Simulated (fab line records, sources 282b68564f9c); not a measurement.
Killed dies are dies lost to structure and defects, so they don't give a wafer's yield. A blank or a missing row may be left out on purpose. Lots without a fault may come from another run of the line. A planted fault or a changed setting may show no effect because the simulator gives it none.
A sampling plan put to the test | flow rit_cmos | one fab line, 26 faults that these records tell of, each judged on the records of the lots that it struck; 1 more is left out, because the records don't allow judging it
The plan is the line's own looks: the steps of the route at which a gauge or an inspection reads the wafer and doesn't change it. A look can be judged if struck wafers have a number there and the file gives its usual mean and standard deviation on fault-free wafers. Caught: at a look after the fault's first step, the mean of the struck wafers lies 4 or more of those standard deviations (sigma) from the usual mean. On the tool: the same test on the tool's own readings at the fault's steps. Another recipe on the struck wafers, or a record that is blank for them alone, also counts as caught.

THE FAULTS, as the simulator had put them in
1. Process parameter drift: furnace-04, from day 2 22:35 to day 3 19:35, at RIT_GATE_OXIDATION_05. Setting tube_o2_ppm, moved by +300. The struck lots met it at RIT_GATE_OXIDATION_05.
2. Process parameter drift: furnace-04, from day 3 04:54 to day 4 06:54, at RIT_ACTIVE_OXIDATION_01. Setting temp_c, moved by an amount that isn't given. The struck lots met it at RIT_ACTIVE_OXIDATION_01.
3. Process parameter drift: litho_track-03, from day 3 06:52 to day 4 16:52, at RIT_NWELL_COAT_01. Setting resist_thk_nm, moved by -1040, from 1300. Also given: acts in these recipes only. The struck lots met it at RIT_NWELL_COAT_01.
4. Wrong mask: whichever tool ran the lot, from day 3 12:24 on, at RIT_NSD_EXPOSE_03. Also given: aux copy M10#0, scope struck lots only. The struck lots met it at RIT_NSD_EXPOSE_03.
5. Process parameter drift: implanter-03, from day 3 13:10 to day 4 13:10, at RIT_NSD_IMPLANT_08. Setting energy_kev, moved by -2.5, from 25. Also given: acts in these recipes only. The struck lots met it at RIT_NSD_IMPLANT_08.
6. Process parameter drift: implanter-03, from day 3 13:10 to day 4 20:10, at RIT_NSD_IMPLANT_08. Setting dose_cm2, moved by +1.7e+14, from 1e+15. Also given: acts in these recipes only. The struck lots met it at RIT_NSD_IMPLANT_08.
7. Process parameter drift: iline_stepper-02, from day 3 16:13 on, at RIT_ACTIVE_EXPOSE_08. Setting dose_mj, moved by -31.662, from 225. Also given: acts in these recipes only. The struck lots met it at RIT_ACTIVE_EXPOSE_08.
8. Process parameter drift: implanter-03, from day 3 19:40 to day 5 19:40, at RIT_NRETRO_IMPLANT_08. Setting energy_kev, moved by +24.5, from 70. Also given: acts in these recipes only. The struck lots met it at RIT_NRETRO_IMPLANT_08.
9. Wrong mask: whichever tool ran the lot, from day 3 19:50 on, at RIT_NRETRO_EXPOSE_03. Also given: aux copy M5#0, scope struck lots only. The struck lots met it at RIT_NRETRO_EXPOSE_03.
10. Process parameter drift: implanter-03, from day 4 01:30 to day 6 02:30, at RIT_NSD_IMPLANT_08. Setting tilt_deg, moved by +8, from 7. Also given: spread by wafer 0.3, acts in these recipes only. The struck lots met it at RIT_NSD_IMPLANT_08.
11. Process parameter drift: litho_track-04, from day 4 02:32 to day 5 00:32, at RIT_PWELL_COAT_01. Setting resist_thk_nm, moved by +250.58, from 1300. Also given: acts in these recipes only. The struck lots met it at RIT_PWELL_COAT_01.
12. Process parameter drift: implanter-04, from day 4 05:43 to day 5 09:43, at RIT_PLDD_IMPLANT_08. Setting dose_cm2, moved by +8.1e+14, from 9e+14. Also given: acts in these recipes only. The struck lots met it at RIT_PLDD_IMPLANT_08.
13. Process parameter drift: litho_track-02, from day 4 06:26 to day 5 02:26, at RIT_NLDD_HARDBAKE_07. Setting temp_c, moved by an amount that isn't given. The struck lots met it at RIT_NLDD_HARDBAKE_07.
14. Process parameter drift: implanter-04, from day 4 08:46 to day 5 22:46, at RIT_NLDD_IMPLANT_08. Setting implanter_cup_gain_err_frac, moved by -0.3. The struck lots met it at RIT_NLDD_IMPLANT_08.
15. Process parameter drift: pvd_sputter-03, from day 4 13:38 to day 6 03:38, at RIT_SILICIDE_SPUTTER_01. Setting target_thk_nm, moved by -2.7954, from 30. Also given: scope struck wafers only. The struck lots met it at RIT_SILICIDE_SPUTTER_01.
16. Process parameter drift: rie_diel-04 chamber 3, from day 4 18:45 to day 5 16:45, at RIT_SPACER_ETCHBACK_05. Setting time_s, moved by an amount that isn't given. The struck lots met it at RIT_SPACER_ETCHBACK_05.
17. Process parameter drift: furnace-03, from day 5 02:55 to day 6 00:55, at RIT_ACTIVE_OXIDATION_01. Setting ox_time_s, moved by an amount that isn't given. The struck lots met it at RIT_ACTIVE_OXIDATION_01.
18. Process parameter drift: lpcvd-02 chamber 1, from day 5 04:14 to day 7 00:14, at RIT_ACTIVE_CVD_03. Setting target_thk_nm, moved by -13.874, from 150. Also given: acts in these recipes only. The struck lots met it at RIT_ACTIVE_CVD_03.
19. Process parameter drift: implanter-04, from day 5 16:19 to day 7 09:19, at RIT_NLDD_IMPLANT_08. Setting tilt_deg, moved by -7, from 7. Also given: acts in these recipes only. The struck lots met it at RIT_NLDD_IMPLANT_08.
20. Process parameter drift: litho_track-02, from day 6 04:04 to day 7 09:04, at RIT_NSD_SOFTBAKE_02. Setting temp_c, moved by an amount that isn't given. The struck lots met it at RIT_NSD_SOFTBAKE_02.
21. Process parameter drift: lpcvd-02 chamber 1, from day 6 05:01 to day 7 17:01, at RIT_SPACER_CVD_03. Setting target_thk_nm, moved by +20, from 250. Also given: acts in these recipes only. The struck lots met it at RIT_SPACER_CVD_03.
22. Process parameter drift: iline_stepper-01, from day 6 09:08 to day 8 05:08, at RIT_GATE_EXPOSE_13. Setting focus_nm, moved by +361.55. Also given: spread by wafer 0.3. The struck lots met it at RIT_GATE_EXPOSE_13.
23. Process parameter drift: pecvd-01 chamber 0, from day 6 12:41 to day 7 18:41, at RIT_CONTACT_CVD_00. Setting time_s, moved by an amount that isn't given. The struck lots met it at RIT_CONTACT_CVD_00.
24. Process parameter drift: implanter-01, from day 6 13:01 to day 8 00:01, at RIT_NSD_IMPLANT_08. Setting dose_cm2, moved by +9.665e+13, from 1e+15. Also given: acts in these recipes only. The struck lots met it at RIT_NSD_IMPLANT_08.
25. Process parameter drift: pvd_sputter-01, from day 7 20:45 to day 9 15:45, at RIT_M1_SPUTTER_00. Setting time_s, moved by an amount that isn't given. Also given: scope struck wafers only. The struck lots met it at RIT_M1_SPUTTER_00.
26. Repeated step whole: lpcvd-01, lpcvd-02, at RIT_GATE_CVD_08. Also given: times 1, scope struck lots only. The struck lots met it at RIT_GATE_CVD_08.

WHAT THE PLAN SAW
fault | on the tool itself                       | first look that catches it                      | reading, sigma                                     | median hours from its first step to that look | hours from the fault's start to the first struck lot there | judged looks passed uncaught
1     | under 2 sigma                            | RIT_GATE_THK_MEAS_07                            | GATE_OXIDE_THK +5.8                                | 1.3                                           | 5                                                          | 0
2     | tube_center_temp_C +99 or beyond sigma   | RIT_ACTIVE_THK_MEAS_02                          | ACTIVE_OXIDE_THK +7.7                              | 2.0                                           | 4                                                          | 0
3     | under 2 sigma                            | RIT_PWELL_TW_MEAS_10                            | PWELL_TW +99 or beyond                             | 3.0                                           | 10                                                         | 0
4     | no reading that can be judged            | RIT_NSD_TW_MEAS_10                              | NSD_TW -99 or beyond                               | 1.0                                           | 2                                                          | 0
5     | beam_energy_keV -99 or beyond sigma      | none of the 2 looks that can be judged after it | strongest: NSD_RS at RIT_SDANNEAL_RS_MEAS_05, +3.9 | -                                             | -                                                          | 2
6     | dose_ions_cm2 +99 or beyond sigma        | RIT_NSD_TW_MEAS_10                              | NSD_TW +5.0                                        | 0.3                                           | 1                                                          | 0
7     | exposure_dose_mJ_cm2 -99 or beyond sigma | RIT_ACTIVE_CD_MEAS_11                           | cd_nm +18                                          | 0.4                                           | 5                                                          | 0
8     | beam_energy_keV +99 or beyond sigma      | RIT_NRETRO_TW_MEAS_10                           | NRETRO_TW +11                                      | 0.3                                           | 7                                                          | 0
9     | under 2 sigma                            | RIT_NRETRO_TW_MEAS_10                           | NRETRO_TW -99 or beyond                            | 1.0                                           | 4                                                          | 0
10    | under 2 sigma                            | no look after it can be judged                  | -                                                  | -                                             | -                                                          | 0
11    | under 2 sigma                            | not the one look that can be judged after it    | -                                                  | -                                             | -                                                          | 1
12    | dose_ions_cm2 +99 or beyond sigma        | RIT_PLDD_TW_MEAS_10                             | PLDD_TW +16                                        | 0.3                                           | 3                                                          | 0
13    | heater_power_total_W +68 sigma           | no look after it can be judged                  | -                                                  | -                                             | -                                                          | 0
14    | beam_on_s +20 sigma                      | RIT_NLDD_TW_MEAS_10                             | NLDD_TW +10                                        | 0.3                                           | 7                                                          | 0
15    | under 2 sigma                            | RIT_SILICIDE_RS_MEAS_02                         | SILICIDE_TI_RS +11                                 | 0.2                                           | 11                                                         | 0
16    | run_length_s +97 sigma                   | none of the 7 looks that can be judged after it | -                                                  | -                                             | -                                                          | 7
17    | no reading that can be judged            | RIT_ACTIVE_THK_MEAS_02                          | ACTIVE_OXIDE_THK +24                               | 1.9                                           | 16                                                         | 0
18    | under 2 sigma                            | RIT_ACTIVE_THK_MEAS_04                          | ACTIVE_NITRIDE_THK -8.4                            | 1.4                                           | 9                                                          | 0
19    | tilt_deg -99 or beyond sigma             | RIT_NLDD_TW_MEAS_10                             | NLDD_TW -10                                        | 0.3                                           | 9                                                          | 0
20    | heater_power_total_W -25 sigma           | not the one look that can be judged after it    | -                                                  | -                                             | -                                                          | 1
21    | under 2 sigma                            | RIT_SPACER_THK_MEAS_04                          | SPACER_NITRIDE_THK +9.2                            | 1.9                                           | 4                                                          | 0
22    | exposure_dose_mJ_cm2 -29 sigma           | RIT_GATE_CD_MEAS_16                             | cd_nm -18                                          | 0.4                                           | 25                                                         | 0
23    | run_length_s -8.1 sigma                  | RIT_CONTACT_THK_MEAS_01                         | CONTACT_TEOS_THK -8.1                              | 0.1                                           | 10                                                         | 0
24    | dose_ions_cm2 +87 sigma                  | RIT_SDANNEAL_RS_MEAS_05                         | NSD_RS -22                                         | 2.5                                           | 16                                                         | 1
25    | under 2 sigma                            | RIT_M1_RS_MEAS_01                               | M1_AL_RS +4.4                                      | 0.3                                           | 5                                                          | 0
26    | under 2 sigma                            | RIT_GATE_THK_MEAS_09                            | GATE_POLY_THK +99 or beyond                        | 5.2                                           | -                                                          | 0
A dash: the fault isn't caught, or these records don't give the number.

Caught at a look: 20 of 26. Caught on the tool: 14 of 26. By one or the other: 24 of 26.
Caught on the tool alone: faults 5, 13, 16, 20.
Caught at a look alone: faults 1, 3, 4, 9, 15, 17, 18, 21, 25, 26.
Caught by neither: faults 10, 11.

THINNER SAMPLING
If the look that catches a fault measured only every second or every third lot, by lot number, the first struck lot would be measured this late in the worst case:
fault | struck lots at that look, in order of time | every lot | every second lot | every third lot
1     | L720, L722, L723                           | 5 h       | 19 h             | may miss all 3
2     | L715, L717, L718                           | 4 h       | 19 h             | may miss all 3
3     | L691, L693                                 | 10 h      | may miss all 2   | may miss all 2
4     | L335                                       | 2 h       | may miss it      | may miss it
6     | L383, L384, L387                           | 1 h       | 6 h              | may miss all 3
7     | L737, L740, L744                           | 5 h       | 22 h             | may miss all 3
8     | L916, L920                                 | 7 h       | may miss all 2   | may miss all 2
9     | L451                                       | 4 h       | may miss it      | may miss it
12    | L138, L143                                 | 3 h       | 28 h             | may miss all 2
14    | L549, L551                                 | 7 h       | may miss all 2   | may miss all 2
15    | L994                                       | 11 h      | may miss it      | may miss it
17    | L174, L175                                 | 16 h      | 19 h             | may miss all 2
18    | L396                                       | 9 h       | may miss it      | may miss it
19    | L662, L666                                 | 9 h       | may miss all 2   | may miss all 2
21    | L932, L933                                 | 4 h       | 13 h             | may miss all 2
22    | L668                                       | 25 h      | may miss it      | may miss it
23    | L313, L316                                 | 10 h      | 28 h             | may miss all 2
24    | L255, L256                                 | 16 h      | 23 h             | may miss all 2
25    | L731, L733                                 | 5 h       | may miss all 2   | may miss all 2
Hours are from the fault's start to the first struck lot that is measured. The limit of 4 sigma was tested on all struck wafers together, so one lot alone may lie under it. Other struck lots may not be in these records.

THE LONGEST TIMED WAY FROM STEP TO LOOK
Fault 26: a median of 5.2 hours passes between RIT_GATE_CVD_08 and RIT_GATE_THK_MEAS_09. No look between them can be judged.
